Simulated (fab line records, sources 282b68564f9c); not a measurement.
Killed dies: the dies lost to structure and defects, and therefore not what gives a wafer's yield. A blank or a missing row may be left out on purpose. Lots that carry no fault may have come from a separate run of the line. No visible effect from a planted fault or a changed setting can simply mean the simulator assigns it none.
Shared-tool check -- flow rit cmos -- Lots sampled 14, wafers sampled 42

## WHAT PROMPTED THE OPENING
Of 14 lots, 2 have the reading GATE_OXIDE_THK flagged at RIT_GATE_THK_MEAS_07. Fault-free wafers read 2.98 nm, with a standard deviation of 0.059.
Rule: a lot is flagged in two cases, either no wafer of it has a number, or all its wafers with numbers fall more than 4 standard deviations from that mean. The rest of the lots are taken to be sound.

lot,measured,on,"GATE_OXIDE_THK (nm), wafer by wafer",flag
L993,day 2 13:19,film metro-04,3.00 2.99 3.03,
L994,day 2 21:12,film metro-04,2.99 3.02 3.00,
L996,day 3 02:04,film metro-04,2.98 3.02 2.97,
L999,day 3 23:26,film metro-03,2.93 2.92 2.99,
L100,day 4 02:41,film metro-04,2.62 2.70 2.69,FLAGGED
L101,day 4 10:25,film metro-03,2.95 3.01 2.94,
L103,day 4 18:13,film metro-04,3.00 3.07 3.08,
L102,day 4 20:53,film metro-03,2.65 2.66 2.70,FLAGGED
L108,day 5 15:52,film metro-02,2.97 2.99 3.01,
L110,day 6 02:32,film metro-04,2.93 2.99 2.94,
L113,day 6 17:31,film metro-03,3.04 2.95 2.99,
L114,day 7 05:45,film metro-04,3.09 3.04 3.02,
L115,day 7 10:28,film metro-04,2.99 3.02 3.03,
L116,day 7 13:07,film metro-02,3.16 2.99 3.06,
The mean of the flagged lots' numbers is 2.67 nm, -0.31 nm from the usual (-5 standard deviations).

## LOT BY LOT: THE TOOL USED
The record keeps 1 process step preceding the reading, out of 202 steps on the route. Each cell gives the tool, then ch followed by the chambers the sampled wafers passed through, then the start.
lot,flag,RIT_GATE_OXIDATION_05
L993,,"furnace-04 ch 0, day 2 10:59"
L994,,"furnace-04 ch 0, day 2 19:22"
L996,,"furnace-04 ch 0, day 3 00:44"
L999,,"furnace-03 ch 0, day 3 18:57"
L100,FLAGGED,"furnace-04 ch 0, day 4 01:21"
L101,,"furnace-01 ch 0, day 4 08:38"
L103,,"furnace-03 ch 0, day 4 15:03"
L102,FLAGGED,"furnace-04 ch 0, day 4 17:55"
L108,,"furnace-01 ch 0, day 5 14:32"
L110,,"furnace-01 ch 0, day 6 01:11"
L113,,"furnace-03 ch 0, day 6 16:11"
L114,,"furnace-03 ch 0, day 7 00:34"
L115,,"furnace-03 ch 0, day 7 05:45"
L116,,"furnace-01 ch 0, day 7 10:28"
What is done by these steps:
- RIT_GATE_OXIDATION_05: target thk 3 nm, ox time 270 s.
- RIT_GATE_THK_MEAS_07

## FLAGGED AGAINST TOTAL, ONE TOOL AT A TIME (gauges that did the reading follow at the end)
step,tool,lots run,flagged,share of the flagged lots,sound lots run after its first flagged lot
RIT_GATE_OXIDATION_05,furnace-01,4,0,none,-
RIT_GATE_OXIDATION_05,furnace-03,5,0,none,-
RIT_GATE_OXIDATION_05,furnace-04,5,2,all,0
RIT_GATE_THK_MEAS_07,film metro-02,2,0,none,-
RIT_GATE_THK_MEAS_07,film metro-03,4,1,some,1 (L113)
RIT_GATE_THK_MEAS_07,film metro-04,8,1,some,"4 (L103,L110,L114,L115)"

## THE TABLE: WHAT IT ALLOWS
1 row of the table ran every flagged lot: furnace-04 at RIT_GATE_OXIDATION_05.
- furnace-04 at RIT_GATE_OXIDATION_05: 2 of its 5 lots flagged. A fault beginning between L996 (day 3 00:44), its last sound lot, and L100 (day 4 01:21), its first flagged one, fits the data.
What remains is a single tool, furnace-04 at RIT_GATE_OXIDATION_05.

## WHAT THE SIMULATOR HAD INSERTED
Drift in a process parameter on furnace-04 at RIT_GATE_OXIDATION_05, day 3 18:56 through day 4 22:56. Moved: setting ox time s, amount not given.
Lots struck among those shown: L100, L102. The rule above found the same.
